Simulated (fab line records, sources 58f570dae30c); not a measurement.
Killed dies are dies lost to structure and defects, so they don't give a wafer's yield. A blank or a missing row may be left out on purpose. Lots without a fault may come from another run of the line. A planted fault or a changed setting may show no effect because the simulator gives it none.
Which tool did it? | flow berkeley_cmos170 | 14 lots, 42 wafers sampled, at 3 steps of a route of 331

WHAT THE GAUGES READ, wafer by wafer
UCB170_M2_OVL_MEAS_16.
lot  | measured     | on         | M2_OVL (nm)
L857 | day 7 17:27  | overlay-01 | -1 -7 -7
L858 | day 7 17:05  | overlay-01 | 3 4 -5
L859 | day 8 00:28  | overlay-01 | 2 2 1
L861 | day 8 10:44  | overlay-01 | -7 0 -5
L862 | day 8 19:25  | overlay-02 | -5 0 6
L863 | day 8 19:40  | overlay-01 | -1 1 -6
L864 | day 9 11:44  | overlay-01 | -3 -15 -7
L866 | day 9 14:58  | overlay-02 | 2 -3 -3
L868 | day 9 18:21  | overlay-01 | -7 -2 8
L872 | day 10 15:54 | overlay-02 | -1 -1 -4
L874 | day 11 14:25 | overlay-01 | -6 -6 -6
L875 | day 11 15:07 | overlay-01 | -15 -5 -9
L878 | day 11 15:17 | overlay-02 | -5 -5 2
L879 | day 12 03:05 | overlay-01 | -22 -13 -17

UCB170_V2_BOW_MEAS_03.
lot  | measured     | on            | V2_BOW (um)
L857 | day 7 18:27  | film_metro-02 | 32 44 34
L858 | day 7 18:05  | film_metro-01 | 35 37 27
L859 | day 8 01:28  | film_metro-02 | 42 37 33
L861 | day 8 11:46  | film_metro-03 | 40 47 41
L862 | day 8 20:25  | film_metro-02 | 32 31 36
L863 | day 8 20:43  | film_metro-03 | 35 45 47
L864 | day 9 12:44  | film_metro-03 | 50 18 37
L866 | day 9 16:10  | film_metro-02 | 43 36 35
L868 | day 9 19:22  | film_metro-03 | 40 46 34
L872 | day 10 17:04 | film_metro-01 | 34 42 39
L874 | day 11 15:38 | film_metro-03 | 44 39 43
L875 | day 11 16:21 | film_metro-01 | 41 40 38
L878 | day 11 16:17 | film_metro-02 | 29 37 40
L879 | day 12 04:05 | film_metro-02 | 33 40 31

WHICH TOOL RAN EACH LOT (tool, then ch and the chambers of the sampled wafers, then the start)
lot  | UCB170_NWELL_STRIP_15
L857 | plasma_asher-04 ch 0,1, day 2 14:15
L858 | plasma_asher-04 ch 0,1, day 2 17:19
L859 | plasma_asher-02 ch 0,1, day 2 22:35
L861 | plasma_asher-04 ch 0,1, day 3 03:45
L862 | plasma_asher-02 ch 0,1, day 3 12:30
L863 | plasma_asher-02 ch 0,1, day 3 19:32
L864 | plasma_asher-03 ch 0, day 4 02:44
L866 | plasma_asher-04 ch 0,1, day 4 14:32
L868 | plasma_asher-03 ch 0,1, day 4 16:38
L872 | plasma_asher-03 ch 0, day 5 17:47
L874 | plasma_asher-04 ch 0,1, day 6 11:31
L875 | plasma_asher-03 ch 0,1, day 6 11:38
L878 | plasma_asher-02 ch 0,1, day 6 20:42
L879 | plasma_asher-04 ch 0,1, day 7 02:00
- UCB170_NWELL_STRIP_15: strips in O2.

WHAT THE TOOLS THEMSELVES READ (means of the sampled wafers that have a number; where no wafer has one, the mark that the record gives instead)
UCB170_NWELL_STRIP_15.
lot  | tool            | drypump_motor_current_A (A) | oes_product_au (a.u.) | strip_time_to_endpoint_s (s)
L857 | plasma_asher-04 | 5.97                        | 0.721                 | 18.09
L858 | plasma_asher-04 | 5.95                        | 0.721                 | 18.02
L859 | plasma_asher-02 | 5.67                        | 0.723                 | 18.01
L861 | plasma_asher-04 | 6.02                        | 0.719                 | 18.12
L862 | plasma_asher-02 | 5.52                        | 0.720                 | 17.95
L863 | plasma_asher-02 | 5.66                        | 0.717                 | 17.99
L864 | plasma_asher-03 | 5.90                        | 0.719                 | 17.87
L866 | plasma_asher-04 | 6.02                        | 0.720                 | 18.02
L868 | plasma_asher-03 | 5.74                        | 0.727                 | 18.00
L872 | plasma_asher-03 | 5.92                        | 0.719                 | 17.96
L874 | plasma_asher-04 | 5.96                        | 0.721                 | 18.15
L875 | plasma_asher-03 | 5.75                        | 0.721                 | 18.00
L878 | plasma_asher-02 | 5.68                        | 0.722                 | 18.20
L879 | plasma_asher-04 | 6.02                        | 0.719                 | 18.06

THE ANSWER, worked out from the rows above alone
Rule: what is usual is taken from the lots themselves. Put in order of their means at a reading, lots are off if they are a third of the lots or fewer, leave a main group of 4 or more, and stand apart from it by a gap of 3 or more times the standard deviation of the main group's means; of several such gaps the widest counts. A main group whose means are all the same, to the digits that the tables above print for the reading, isn't used. A lot without any number at a reading at which 4 lots or more have one is off too. The other lots that the step has rows for count as sound. The gauges are gone through in route order, then the tools' own readings, and for those a lot's mean is taken as printed above. The first step at which some lot is off is used, and at that step the reading that is off furthest; a lot without a number counts as furthest.
No lot is off at any reading shown: from this, nothing can be told.

WHAT THE SIMULATOR HAD PUT IN
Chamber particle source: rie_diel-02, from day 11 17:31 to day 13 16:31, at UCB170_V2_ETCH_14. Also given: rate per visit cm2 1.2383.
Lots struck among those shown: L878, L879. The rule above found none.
